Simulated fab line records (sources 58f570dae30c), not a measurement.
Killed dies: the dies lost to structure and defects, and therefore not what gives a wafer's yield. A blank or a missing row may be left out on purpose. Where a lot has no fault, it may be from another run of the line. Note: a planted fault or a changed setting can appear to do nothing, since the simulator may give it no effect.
A struck lot beside a sound one :: flow berkeley-cmos170 :: 17 out of 331 route steps
Sound: wafers L259.1, L259.2, L259.6. The struck wafers were L251.1, L251.3, L251.4. The cause is named last.
Each step with rows lists, per side, the tool, then ch with its chambers, then its first start. Under that, the readings that differ: sound wafers :: struck wafers :: difference of the means :: sigmas: that difference in standard deviations of wafers without a fault.
alike: words and numbers the same on both sides, and readings whose means are apart by under 2 such deviations; not compared: readings that were withheld, readings missing a value for some wafer, numbers with overlapping values and no deviation given by the record, and bounds like >300 which may hide the same value.
A row with sigmas, a row that says differs or no value, or rows on one side alone: a step with any of these is where the two part. When numbers do not overlap yet have no deviation, they are printed without sigmas and do not part them. A reading that every wafer of one side lacks parts them only if that side has two wafers or more.

first, 1 step without rows for these wafers: UCB170_CONTACT_CLEAN_20 (cleans in SPM, time 600 s).
UCB170_M1_SPUTTER_00: material Al, target thk 600 nm, time 80 s.
  struck on pvd-sputter-02, day 8 12:23; sound on pvd-sputter-03, day 10 05:42
  alike: throttle-valve-pct
UCB170_M1_RS_MEAS_01: a four-point-probe measurement.
  struck on film-metro-04, day 8 12:27; sound on film-metro-03, day 10 05:46
  alike: M1_AL_RS
UCB170_M1_THK_MEAS_02: measures by xrf.
  struck on film-metro-04, day 8 12:34; sound on film-metro-03, day 10 05:53
  alike: M1_AL_THK
then, 6 steps without rows for these wafers: UCB170_M1_COAT_03; UCB170_M1_COAT_04 (resist thk 900 nm); UCB170_M1_SOFTBAKE_05 (time 60 s); UCB170_M1_EXPOSE_06 (exposes mask METAL1, target cd 700 nm); UCB170_M1_PEB_07; UCB170_M1_DEVELOP_08 (develop time 45 s).
UCB170_M1_CD_MEAS_09 targets a cd of 700 nm.
  struck on cd-sem-02, day 8 14:01; sound on cd-sem-02, day 10 08:11
reading: cd-nm (nm)
sound: 701.8 702.4 701.6
struck: 699.4 699.9 698.5
difference: -2.7
sigmas: -2
UCB170_M1_OVL_MEAS_10:
  struck on overlay-02, day 8 14:08; sound on overlay-02, day 10 08:18
  alike: M1_OVL
UCB170_M1_ETCH_11: etches BARC in N2/H2.
  sound on rie-diel-02 ch 0,2,3, day 10 08:20; struck on rie-diel-03 ch 0,2,3, day 8 14:10
  no value came back on the struck wafers for any of 5 readings (bias-w (W), chamber-pressure-mTorr (mTorr) and others); on the sound wafers bias-w (W) reads 99.39 99.85 100.36
UCB170_M1_METAL_ETCH_12: etches Al in Cl2/BCl3, stops on PSG, target depth 780 nm, time 130 s.
  sound on rie-metal-04 ch 0,1, day 10 08:23; struck on rie-metal-04 ch 0,1, day 8 14:13
reading: oes-product-au (a.u.)
sound: 0.843 0.857 0.855
struck: 0.360 0.368 0.367
difference: -0.487
sigmas: -41
  alike: bcl3-flow-sccm, bias-w, drypump-motor-current-A, he-backside-leak-sccm, throttle-valve-pct
  not compared: rf-hours-counter-h
UCB170_M1_STRIP_13: strips in O2.
  sound on plasma-asher-03 ch 0,1, day 10 08:31; struck on plasma-asher-03 ch 0,1, day 8 14:20
  alike: drypump-motor-current-A, oes-product-au
  not compared: rf-hours-counter-h
UCB170_M1_CD_MEAS_90 targets a cd of 700 nm.
  struck on cd-sem-02, day 8 14:26; sound on cd-sem-02, day 10 08:37
reading: cd-nm (nm)
sound: 698.9 700.9 699.6
struck: - - -
difference: no value on the struck wafers
sigmas: 
then, 1 step without rows for these wafers: UCB170_M1_ANNEAL_14 (time 1200 s).

WHERE THEY PART
Last at UCB170_M1_CD_MEAS_90 as far as this record goes, first at UCB170_M1_CD_MEAS_09.

WHY: the cause the simulator had injected
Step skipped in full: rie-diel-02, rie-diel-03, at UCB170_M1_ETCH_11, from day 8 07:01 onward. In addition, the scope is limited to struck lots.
